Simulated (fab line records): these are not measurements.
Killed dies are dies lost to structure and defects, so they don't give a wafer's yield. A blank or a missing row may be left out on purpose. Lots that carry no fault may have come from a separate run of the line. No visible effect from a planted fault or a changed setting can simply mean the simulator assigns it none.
A lot that was struck, set against a sound lot :: flow rit-cmos :: 15 out of 202 route steps
Sound: these wafers, L332.3, L332.4, L332.5. Wafers L324.2, L324.3, L324.5 were the ones struck. The cause is given at the end.
Each step with rows lists, per side, the tool, then ch with its chambers, then its first start. Under that, the readings that differ: sound wafers :: struck wafers :: difference of the means :: sigmas: that difference in standard deviations of wafers without a fault.
alike: words and numbers the same on both sides, and readings whose means are apart by under 2 such deviations; not compared: readings that were withheld, readings missing a value for some wafer, numbers with overlapping values and no deviation given by the record, and bounds like >300 which may hide the same value.
Wherever a step has rows on one side only, a row that says differs or no value, or a row with sigmas, the two part there. Numbers that have no deviation but don't overlap get no sigmas and don't part them. A reading that every wafer of one side lacks parts them only if that side has two wafers or more.

first, 4 steps without rows for these wafers: RIT_PSD_SOFTBAKE_02 (time 60 s); RIT_PSD_EXPOSE_03 (exposes mask M10, target cd 40900 nm); RIT_PSD_PEB_04; RIT_PSD_DEVELOP_05 (develop time 50 s).
RIT_PSD_OVL_MEAS_06:
  struck on overlay-01, day 5 03:13; sound on overlay-01, day 6 23:45
  alike: PSD_OVL
then, 2 steps without rows for these wafers: RIT_PSD_HARDBAKE_07 (time 60 s); RIT_PSD_IMPLANT_08.
RIT_PSD_STRIP_09: strips in O2, time 180 s.
  sound on plasma-asher-01 ch 0,1, day 7 00:08; struck on plasma-asher-01 ch 0, day 5 03:33
  alike: drypump-motor-current-A, rf-refl-power-W
  not compared: rf-hours-counter-h
RIT_PSD_TW_MEAS_10:
  struck on film-metro-04, day 5 03:44; sound on film-metro-02, day 7 00:16
  alike: PSD_TW
then, 3 steps without rows for these wafers: RIT_SDANNEAL_CLEAN_00 (cleans in SC1, time 600 s); RIT_SDANNEAL_CLEAN_01 (cleans in dHF, time 30 s); RIT_SDANNEAL_CLEAN_02 (cleans in SC2, time 600 s).
RIT_SDANNEAL_RTA_03: time 5 s.
  sound on rtp-anneal-02 ch 0, day 7 00:41; struck on rtp-anneal-02 ch 0, day 5 04:34
  alike: ramp-down-c-per-s, wafer_temp_C_max
RIT_SDANNEAL_RS_MEAS_04: a four-point-probe measurement.
  struck on film-metro-04, day 5 04:38; sound on film-metro-03, day 7 00:46
  alike: PSD_RS
RIT_M1_PROBE_99:
  struck on prober-02, day 5 11:58; sound on prober-02, day 7 08:40
  alike: killed_at_M0_to_M3, killed-at-contacts, killed-at-front-end, killed-dies, killed-open, killed-short

WHERE THEY PART
Nowhere in this record.

WHY: whatever the simulator had introduced
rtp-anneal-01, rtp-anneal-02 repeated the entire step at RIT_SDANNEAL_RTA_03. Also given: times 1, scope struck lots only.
